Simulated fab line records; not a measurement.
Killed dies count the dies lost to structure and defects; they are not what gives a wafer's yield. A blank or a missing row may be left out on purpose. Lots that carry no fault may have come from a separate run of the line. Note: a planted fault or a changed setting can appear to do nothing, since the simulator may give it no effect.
fab line records ; flow berkeley-cmos170
[record] lots = 14; wafers = 42; last-day = 12
route steps=331 shown NSD@191
lots untouched by any fault: they come from a run of this same line in which no faults occurred
start-h: the number of hours between the record's first day and the start of the first shown wafer of the lot ; wait-h: time in hours since the lot's previous step ; " repeats the value in the row above ; L1.1+2: one row covering several wafers at once ; - no value, or no start given ; * or withheld: withheld ; < > ~ a bound
route shown NAME@n: a module of which the file shows steps, and the number in the route of the first ; usual: average and standard deviation across the fault-free wafers ; same: alike in all rows ; chamber/n: place in a boat ; sites: per-site readings ; _std_site: the standard deviation of these ; _edge_site: the outer-site mean with the inner-site mean subtracted ; radius-mm: how far each site lies from the wafer's centre ; mask NAME#n: copy n ; behind: the most recent tool/chamber to have shaped the wafer ; hold: why the lot went on hold/how many hours it stayed there/how the hold came to an end ; device: names the non-switching transistor (n, p or np) ; end of line: the same wafers' tests at the end of the route ; a step without rows: its recipe alone ; killed: at the first sort, the dies lost to defects and structure; wafer yield is something else ; map: a wafer's dies, x killed, . not, _ none there
set.NAME: setting as actually run; set.NAME@STEP: the setting as run at that earlier step ; model.NAME: the simulator's own value behind a step, which no gauge read
the route's steps for a sample of lots (tables are steps, rows are wafers)
services: from which hour (start-h, from the record's first day; less than 0 if before it) a tool's chamber was out of use, for how many hours, and why
[[steps]]
[step UCB170_NSD_PEB_04]
[recipe] peb-temp-c = 130; peb-time-s = withheld; resist = KrF
[usual] chill-plate-temp-C = 23.01/0.12; exhaust-pa = 45.1/0.89
lot.wafer;tool;chamber;start-h;wait-h;chill-plate-temp-C;exhaust-pa
L438.1;litho-track-01;-;130.06;0.1;-;-
L438.2;litho-track-01;-;130.06;0.1;-;-
L438.5;litho-track-01;-;130.06;0.1;-;-
L442.1;litho-track-01;-;150.78;0.8;-;-
L442.2;litho-track-01;-;150.78;0.8;-;-
L442.3;litho-track-01;-;150.78;0.8;-;-
L441.2;litho-track-03;0;153.69;0.1;22.99;46.5
L441.4;litho-track-03;0;153.69;0.1;22.96;45.2
L441.6;litho-track-03;0;153.69;0.1;22.82;44.9
L443.1;litho-track-01;0;153.91;0.1;22.93;45.1
L443.4;litho-track-01;0;153.91;0.1;23.15;45.4
L443.5;litho-track-01;0;153.91;0.1;23.03;44.1
L450.1;litho-track-04;0;182.01;0.2;22.72;45.8
L450.4;litho-track-04;0;182.01;0.2;22.88;45.1
L450.5;litho-track-04;0;182.01;0.2;22.77;44.8
L446.1;litho-track-01;0;182.07;0.1;22.94;43.6
L446.3;litho-track-01;0;182.07;0.1;23.14;44.0
L446.4;litho-track-01;0;182.07;0.1;23.01;45.6
L454.2;litho-track-01;0;205.29;0.2;23.00;45.5
L454.3;litho-track-01;0;205.29;0.2;23.19;45.3
L454.4;litho-track-01;0;205.29;0.2;23.11;45.9
L453.4;litho-track-01;0;205.62;0.3;22.99;45.5
L453.5;litho-track-01;0;205.62;0.3;22.95;46.2
L453.6;litho-track-01;0;205.62;0.3;23.13;45.4
L455.1;litho-track-03;0;207.29;0.4;23.06;45.7
L455.3;litho-track-03;0;207.29;0.4;23.02;45.4
L455.5;litho-track-03;0;207.29;0.4;23.14;46.2
L451.3;litho-track-04;0;207.65;0.5;23.00;45.3
L451.4;litho-track-04;0;207.65;0.5;23.12;45.6
L451.5;litho-track-04;0;207.65;0.5;23.10;45.3
L452.2;litho-track-03;0;208.04;0.4;22.94;44.1
L452.5;litho-track-03;0;208.04;0.4;23.17;45.7
L452.6;litho-track-03;0;208.04;0.4;23.08;45.6
L456.4;litho-track-03;0;230.20;0.2;22.99;43.4
L456.5;litho-track-03;0;230.20;0.2;22.93;43.3
L456.6;litho-track-03;0;230.20;0.2;23.09;44.8
L460.4;litho-track-01;0;245.88;0.8;22.95;44.4
L460.5;litho-track-01;0;245.88;0.8;23.03;45.8
L460.6;litho-track-01;0;245.88;0.8;23.01;45.2
L459.1;litho-track-01;0;246.36;0.5;23.06;45.0
L459.5;litho-track-01;0;246.36;0.5;22.88;45.7
L459.6;litho-track-01;0;246.36;0.5;22.66;46.7
[[services]]
tool;chamber;start-h;hours;kind
litho-track-04;-;109.75;-;consumable-replace:filter
[[key]]
[first-sign] step = UCB170_NSD_PEB_04; reading = tool-record; direction = missing
effect none on later readings
met-at UCB170_NSD_PEB_04
struck-lots L438,L442
sort-left-out L438.1,L438.2,L438.5,L442.1,L442.2,L442.3
tester-left-out L438,L442
[fault] kind = skipped-step-whole; tool = litho-track-01; chamber = -; onset-h = 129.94; steps = UCB170_NSD_PEB_04; scope = struck-lots-only
// tester-left-out: of these lots the tester's yield and bins aren't shown, on N5 and GAA mostly nor the transistor test; their killed dies are dies lost to structure and defects alone, not to doping, threshold or leakage, so they don't give the yield
// sort-left-out: the simulated sort isn't trusted on such a fault, so these wafers' sort isn't shown, and their yield isn't known
